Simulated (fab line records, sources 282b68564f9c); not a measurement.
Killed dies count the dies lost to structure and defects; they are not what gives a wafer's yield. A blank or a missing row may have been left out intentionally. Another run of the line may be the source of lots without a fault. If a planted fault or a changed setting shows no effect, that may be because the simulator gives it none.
Struck lot and sound lot, side by side | flow ritCmos | 33 steps out of a route of 202
Sound: the wafers L460.1, L460.2, L460.5. Wafers L469.4, L469.5, L469.6 were the ones struck. The cause is given at the end.
Order at every step that has rows: each side's tool, ch and its chambers, its first start. Under that, the readings that differ: sound wafers | struck wafers | difference of the means | sigmas: that difference in standard deviations of wafers without a fault.
alike: readings with means less than 2 such deviations apart, plus words and numbers identical on both sides. not compared: withheld readings, readings lacking a value on some wafer, bounds such as >300 that could conceal the same value, and numbers that have no deviation in the record and whose values overlap.
The two part at a step that has a row with sigmas, a row that says differs or no value, or rows on one side only. When numbers do not overlap yet have no deviation, they are printed without sigmas and do not part them. A reading that every wafer of one side lacks parts them only if that side has two wafers or more.

first, 1 step without rows for these wafers: RIT_GATE_HARDBAKE_18 (time 60 s).
RIT_GATE_ETCH_19: etches poly-Si in SF6/CHF3/O2, stops on SiO2, time 165 s, target depth 312.5 nm.
  sound on rieSi-01 ch 2,3, day 3 07:55; struck on rieSi-02 ch 1,2,3, day 5 05:44
  alike: drypumpMotorCurrentA, oesProductAu, throttleValvePct
  not compared: rfHoursCounterH
RIT_GATE_STRIP_20: strips in O2, time 180 s.
  sound on plasmaAsher-04 ch 0,1, day 3 08:01; struck on plasmaAsher-01 ch 0,1, day 5 05:55
  alike: drypumpMotorCurrentA
  not compared: rfHoursCounterH
RIT_GATE_CD_MEAS_90: target cd 150 nm.
  sound on cdSem-02, day 3 08:12; struck on cdSem-01, day 5 06:05
  alike: cdNm
then, 4 steps without rows for these wafers: RIT_REOX_CLEAN_00 (cleans in SC1, time 600 s); RIT_REOX_CLEAN_01 (cleans in dHF, time 30.56 s); RIT_REOX_CLEAN_02 (cleans in SC2, time 600 s); RIT_REOX_OXIDATION_03 (target thk 25.2 nm, ox time 5580 s).
RIT_REOX_THK_MEAS_04:
  sound on filmMetro-01, day 3 12:19; struck on filmMetro-01, day 5 09:51
  alike: REOX_OXIDE_THK
then, 3 steps without rows for these wafers: RIT_NLDD_HMDS_00 (prime time 60 s); RIT_NLDD_COAT_01 (resist thk 1000 nm); RIT_NLDD_SOFTBAKE_02 (time 60 s).
RIT_NLDD_EXPOSE_03: exposes mask M7, target cd 40700 nm.
  sound on ilineStepper-01 ch 0, day 3 12:49; struck on ilineStepper-01 ch 0, day 5 10:39
reading | sound          | struck         | difference | sigmas
mask    | M7#0 M7#0 M7#0 | M8#0 M8#0 M8#0 | differs    | 
  alike: focusOffsetNm
then, 2 steps without rows for these wafers: RIT_NLDD_PEB_04; RIT_NLDD_DEVELOP_05 (develop time 50 s).
RIT_NLDD_OVL_MEAS_06:
  sound on overlay-01, day 3 13:13; struck on overlay-02, day 5 11:02
reading       | sound          | struck | difference                    | sigmas
NLDD_OVL (nm) | -1.7 -1.6 -3.3 | - - -  | no value on the struck wafers | 
then, 2 steps without rows for these wafers: RIT_NLDD_HARDBAKE_07 (time 60 s); RIT_NLDD_IMPLANT_08.
RIT_NLDD_STRIP_09: strips in O2, time 180 s.
  sound on plasmaAsher-01 ch 0,1, day 3 13:34; struck on plasmaAsher-04 ch 0,1, day 5 11:25
  alike: drypumpMotorCurrentA
  not compared: rfHoursCounterH
RIT_NLDD_TW_MEAS_10:
  sound on filmMetro-02, day 3 13:44; struck on filmMetro-04, day 5 11:34
reading | sound          | struck   | difference | sigmas
NLDD_TW | 2483 2476 2470 | 30 30 30 | -2446      | -99 or more
then, 6 steps without rows for these wafers: RIT_PLDD_HMDS_00 (prime time 60 s); RIT_PLDD_COAT_01 (resist thk 1000 nm); RIT_PLDD_SOFTBAKE_02 (time 60 s); RIT_PLDD_EXPOSE_03 (exposes mask M8, target cd 40900 nm); RIT_PLDD_PEB_04; RIT_PLDD_DEVELOP_05 (develop time 50 s).
RIT_PLDD_OVL_MEAS_06:
  sound on overlay-01, day 3 14:38; struck on overlay-01, day 5 12:28
  alike: PLDD_OVL
then, 2 steps without rows for these wafers: RIT_PLDD_HARDBAKE_07 (time 60 s); RIT_PLDD_IMPLANT_08.
RIT_PLDD_STRIP_09: strips in O2, time 180 s.
  sound on plasmaAsher-02 ch 0,1, day 3 14:59; struck on plasmaAsher-04 ch 0,1, day 5 12:50
reading                  | sound       | struck      | difference | sigmas
drypumpMotorCurrentA (A) | 5.6 6.7 6.7 | 5.3 5.3 5.6 | -0.9       | -2
  not compared: rfHoursCounterH
RIT_PLDD_TW_MEAS_10:
  sound on filmMetro-03, day 3 15:09; struck on filmMetro-03, day 5 12:59
reading | sound          | struck         | difference | sigmas
PLDD_TW | 2333 2331 2331 | 2871 2869 2870 | +538       | +38
then, 1 step without rows for these wafers: RIT_SPACER_CLEAN_00 (cleans in SC1, time 600 s).
RIT_M1_PROBE_99:
  sound on prober-02, day 4 04:32; struck on prober-01, day 6 02:41
reading          | sound | struck      | difference | sigmas
killedAtFrontEnd | 6 3 2 | 264 264 264 | +260       | +90
killedDies       | 6 3 2 | 264 264 264 | +260       | +90
killedOnRim      | 2 0 0 | 70 70 70    | +69        | +50
  alike: killedOpen, killedShort

## WHERE THEY PART
Earliest at RIT_NLDD_EXPOSE_03; latest, in this record, at RIT_M1_PROBE_99.

WHY: whatever the simulator had introduced
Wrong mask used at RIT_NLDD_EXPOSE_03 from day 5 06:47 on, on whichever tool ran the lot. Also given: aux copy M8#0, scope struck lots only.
